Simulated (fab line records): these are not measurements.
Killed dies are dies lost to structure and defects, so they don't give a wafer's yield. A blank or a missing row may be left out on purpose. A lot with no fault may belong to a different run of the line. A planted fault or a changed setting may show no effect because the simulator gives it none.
The tool behind it: which one? + flow rit-cmos + 42 wafers from 14 lots sampled at 4 of the route's 202 steps

WHAT THE GAUGES READ, wafer by wafer
RIT_FOX2_THK_MEAS_01. Usual: FOX2_OXIDE_THK typically reads 351 nm, with standard deviation 6.7.
| lot  | measured    | on            | FOX2_OXIDE_THK (nm) | flag |
|------|-------------|---------------|---------------------|------|
| L521 | day 1 19:52 | film-metro-03 | 343 345 351         |      |
| L523 | day 2 05:34 | film-metro-01 | 351 360 360         |      |
| L524 | day 2 16:02 | film-metro-01 | 339 341 340         |      |
| L526 | day 2 21:02 | film-metro-03 | 335 333 337         |      |
| L527 | day 3 06:29 | film-metro-01 | 348 342 349         |      |
| L530 | day 3 21:04 | film-metro-03 | 352 337 344         |      |
| L531 | day 4 01:04 | film-metro-03 | 517 513 521         | OFF  |
| L534 | day 4 14:23 | film-metro-04 | 355 349 356         |      |
| L536 | day 5 03:52 | film-metro-01 | 521 521 524         | OFF  |
| L538 | day 5 11:49 | film-metro-01 | 355 356 355         |      |
| L541 | day 6 06:29 | film-metro-01 | 351 355 344         |      |
| L542 | day 6 12:09 | film-metro-01 | 355 354 350         |      |
| L543 | day 6 16:57 | film-metro-04 | 352 360 351         |      |
| L544 | day 7 01:23 | film-metro-04 | 357 357 348         |      |

RIT_FOX2_THK_MEAS_90. Usual: FIELD_OXIDE_LEFT_1_THK typically reads 323 nm, with standard deviation 6.8.
| lot  | measured    | on            | FIELD_OXIDE_LEFT_1_THK (nm) | flag |
|------|-------------|---------------|-----------------------------|------|
| L521 | day 1 20:45 | film-metro-01 | 315 318 324                 |      |
| L523 | day 2 06:27 | film-metro-01 | 324 333 332                 |      |
| L524 | day 2 16:55 | film-metro-03 | 312 314 313                 |      |
| L526 | day 2 21:55 | film-metro-04 | 307 305 309                 |      |
| L527 | day 3 07:26 | film-metro-04 | 321 315 321                 |      |
| L530 | day 3 21:56 | film-metro-01 | 325 310 316                 |      |
| L531 | day 4 02:24 | film-metro-03 | 490 485 494                 | OFF  |
| L534 | day 4 15:16 | film-metro-01 | 328 322 328                 |      |
| L536 | day 5 04:44 | film-metro-03 | 494 494 497                 | OFF  |
| L538 | day 5 12:41 | film-metro-03 | 328 329 328                 |      |
| L541 | day 6 07:22 | film-metro-03 | 324 328 316                 |      |
| L542 | day 6 13:01 | film-metro-01 | 328 326 323                 |      |
| L543 | day 6 17:53 | film-metro-03 | 325 332 324                 |      |
| L544 | day 7 02:20 | film-metro-03 | 329 330 320                 |      |

RIT_FOX2_THK_MEAS_91. Usual: FIELD_OXIDE_LEFT_2_THK typically reads 255 nm, with standard deviation 6.8.
| lot  | measured    | on            | FIELD_OXIDE_LEFT_2_THK (nm) | flag |
|------|-------------|---------------|-----------------------------|------|
| L521 | day 2 09:49 | film-metro-04 | 247 249 255                 |      |
| L523 | day 2 19:37 | film-metro-01 | 256 264 264                 |      |
| L524 | day 3 05:34 | film-metro-03 | 243 245 244                 |      |
| L526 | day 3 12:01 | film-metro-01 | 239 237 241                 |      |
| L527 | day 3 20:12 | film-metro-01 | 254 248 255                 |      |
| L530 | day 4 10:19 | film-metro-04 | 257 243 249                 |      |
| L531 | day 4 16:04 | film-metro-03 | 422 418 427                 | OFF  |
| L534 | day 5 05:37 | film-metro-01 | 258 253 258                 |      |
| L536 | day 5 18:43 | film-metro-03 | 426 427 430                 | OFF  |
| L538 | day 6 03:14 | film-metro-04 | 260 261 261                 |      |
| L541 | day 6 23:38 | film-metro-03 | 256 260 249                 |      |
| L542 | day 7 04:43 | film-metro-03 | 259 258 255                 |      |
| L543 | day 7 11:09 | film-metro-04 | 258 265 257                 |      |
| L544 | day 7 16:20 | film-metro-04 | 262 262 253                 |      |

WHAT TOOL EACH LOT RAN ON (gives the tool, then ch and the chambers of the sampled wafers, and finally the start)
| lot  | RIT_FOX2_OXIDATION_00        |
|------|------------------------------|
| L521 | furnace-03 ch 0, day 1 18:32 |
| L523 | furnace-01 ch 0, day 2 04:14 |
| L524 | furnace-04 ch 0, day 2 14:43 |
| L526 | furnace-04 ch 0, day 2 19:43 |
| L527 | furnace-03 ch 0, day 3 05:08 |
| L530 | furnace-04 ch 0, day 3 19:45 |
| L531 | furnace-03 ch 0, day 3 22:10 |
| L534 | furnace-04 ch 0, day 4 13:05 |
| L536 | furnace-03 ch 0, day 4 23:55 |
| L538 | furnace-01 ch 0, day 5 10:29 |
| L541 | furnace-01 ch 0, day 6 05:11 |
| L542 | furnace-01 ch 0, day 6 10:49 |
| L543 | furnace-01 ch 0, day 6 15:38 |
| L544 | furnace-01 ch 0, day 7 00:04 |
- RIT_FOX2_OXIDATION_00: target thk 350.7 nm, ox time 1130 s.

WHAT THE TOOLS THEMSELVES READ (means of the sampled wafers that have a number; where no wafer has one, the mark that the record gives instead)
RIT_FOX2_OXIDATION_00. Usual: ox-temp-c reads 1100.0 C (standard deviation 0.45).
| lot  | tool       | ox-temp-c (C) | flag |
|------|------------|---------------|------|
| L521 | furnace-03 | 1100.0        |      |
| L523 | furnace-01 | 1099.8        |      |
| L524 | furnace-04 | 1100.8        |      |
| L526 | furnace-04 | 1100.2        |      |
| L527 | furnace-03 | 1100.2        |      |
| L530 | furnace-04 | 1100.1        |      |
| L531 | furnace-03 | 1100.1        |      |
| L534 | furnace-04 | 1099.9        |      |
| L536 | furnace-03 | 1100.0        |      |
| L538 | furnace-01 | 1100.4        |      |
| L541 | furnace-01 | 1100.0        |      |
| L542 | furnace-01 | 1100.2        |      |
| L543 | furnace-01 | 1100.4        |      |
| L544 | furnace-01 | 1099.7        |      |

THE ANSWER, worked out from the rows above alone
Rule: lot off if the mean of its wafers having a number is beyond 3 standard deviations from the usual mean. A lot without any number at a reading at which 4 lots or more have one is off too. The other lots that the step has rows for count as sound. Order of review: gauges by route order, followed by the tools' own readings, for which a lot's mean as printed above is used. At the first step where some lot is off, the reading lying furthest off is the one used; lots without a number count as furthest.
Off: at RIT_FOX2_THK_MEAS_01 (FOX2_OXIDE_THK), L531, L536.
A tool fits if, at a process step before that reading, it ran every lot that is off, and no sound lot after the first of them. Those tools and the gauges at RIT_FOX2_THK_MEAS_01 are tried in the same way. One fits: furnace-03 at RIT_FOX2_OXIDATION_00. A fault onset in the window from L527 (day 3 05:08, its last sound lot) to L531 (day 3 22:10, its first lot off) fits.

WHAT THE SIMULATOR HAD INSERTED
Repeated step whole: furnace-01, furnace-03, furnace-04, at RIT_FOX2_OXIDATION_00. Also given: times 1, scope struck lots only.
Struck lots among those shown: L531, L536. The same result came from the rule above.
